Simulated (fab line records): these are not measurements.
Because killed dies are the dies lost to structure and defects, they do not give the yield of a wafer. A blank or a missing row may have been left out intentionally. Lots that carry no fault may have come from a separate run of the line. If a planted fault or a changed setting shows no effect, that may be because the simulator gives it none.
A struck lot beside a sound one	flow rit_cmos	15 out of 202 route steps
Sound: the wafers L399.3, L399.4, L399.5. Struck: wafer L412.2 (left out: L412.4, L412.5 of the same lot, which were not struck); the cause appears at the end.
At each step with rows: each side's tool, then ch and its chambers, then its first start. Under that, the readings that differ: sound wafers	struck wafers	difference of the means	sigmas: that difference in standard deviations of wafers without a fault.
alike: readings whose means differ by less than 2 such deviations, and words and numbers that are the same on both sides. not compared: withheld readings, readings that some wafer has no value for, bounds like >300 that may hide the same value, and numbers for which the record gives no deviation and whose values overlap.
Wherever a step has rows on one side only, a row that says differs or no value, or a row with sigmas, the two part there. When numbers do not overlap yet have no deviation, they are printed without sigmas and do not part them. A reading that every wafer of one side lacks parts them only if that side has two wafers or more.

first, 2 steps without rows for these wafers: RIT_PLDD_PEB_04; RIT_PLDD_DEVELOP_05 (develop time 50 s).
RIT_PLDD_OVL_MEAS_06:
  struck on overlay-01, day 6 13:24; sound on overlay-01, day 4 00:55
  alike: PLDD_OVL
then, 2 steps without rows for these wafers: RIT_PLDD_HARDBAKE_07 (time 60 s); RIT_PLDD_IMPLANT_08.
RIT_PLDD_STRIP_09: strips in O2, time 180 s.
  sound on plasma_asher-03 ch 0,1, day 4 01:17; struck on plasma_asher-01 ch 1, day 6 13:44
reading	sound	struck	difference	sigmas
rf_hours_counter_h (h)	- - -	50	no value on the sound wafers	
  alike: drypump_motor_current_A
RIT_PLDD_TW_MEAS_10:
  struck on film_metro-02, day 6 13:55; sound on film_metro-04, day 4 01:26
reading	sound	struck	difference	sigmas
PLDD_TW	2366 2374 2379	2317	-56	-2
then, 4 steps without rows for these wafers: RIT_SPACER_CLEAN_00 (cleans in SC1, time 600 s); RIT_SPACER_CLEAN_01 (cleans in dHF, time 30 s); RIT_SPACER_CLEAN_02 (cleans in SC2, time 600 s); RIT_SPACER_CVD_03 (deposits Si3N4 from SiH2Cl2/NH3, target thk 250 nm, time 3300 s).
RIT_SPACER_THK_MEAS_04:
  struck on film_metro-01, day 6 16:16; sound on film_metro-02, day 4 03:47
  alike: SPACER_NITRIDE_THK
RIT_SPACER_ETCHBACK_05: etches Si3N4 in SF6/CHF3, stops on SiO2, target depth 250 nm, time 240 s.
  sound on rie_diel-04 ch 0,1,2, day 4 03:50; struck on rie_diel-04 ch 0, day 6 16:19
reading	sound	struck	difference	sigmas
run_length_s (s)	269.0 269.3 268.3	281.6	+12.7	+33
  alike: drypump_motor_current_A, oes_product_au, throttle_valve_pct
  not compared: rf_hours_counter_h
then, 1 step without rows for these wafers: RIT_NSD_HMDS_00 (prime time 60 s).
RIT_M1_PROBE_99:
  struck on prober-02, day 7 03:36; sound on prober-01, day 4 14:59
reading	sound	struck	difference	sigmas
model.etest.nmos_0p3.r_on_ohm_um	2150 2142 2201	2202	+38	
model.etest.nplus_sal.width_nm (nm)	3419 3442 3436	3454	+22	
model.etest.pplus_sal.width_nm (nm)	3416 3444 3436	3475	+43	
model.etest.pwell_pinched.rs_ohm_sq	456.5 458.6 460.9	467.5	+8.8	
model.etest.nwell_pinched.rs_ohm_sq	335.3 338.8 340	346.2	+8.2	
model.etest.nmos_0p15.tox_inv_nm (nm)	4.526 4.491 4.523	4.372	-0.141	
model.etest.diode_nplus_comb.cj_ff_um2	2.623 2.638 2.657	2.715	+0.076	
  alike: killed_at_contacts, killed_at_front_end, killed_dies, killed_open, killed_short
  not compared: model.etest.nmos_0p15.r_on_ohm_um

== WHERE THEY PART ==
Last at RIT_SPACER_ETCHBACK_05 as far as this record goes, first at RIT_PLDD_STRIP_09. Later steps at which nothing parts them and some readings are alike: RIT_M1_PROBE_99.

WHY: the cause the simulator had injected
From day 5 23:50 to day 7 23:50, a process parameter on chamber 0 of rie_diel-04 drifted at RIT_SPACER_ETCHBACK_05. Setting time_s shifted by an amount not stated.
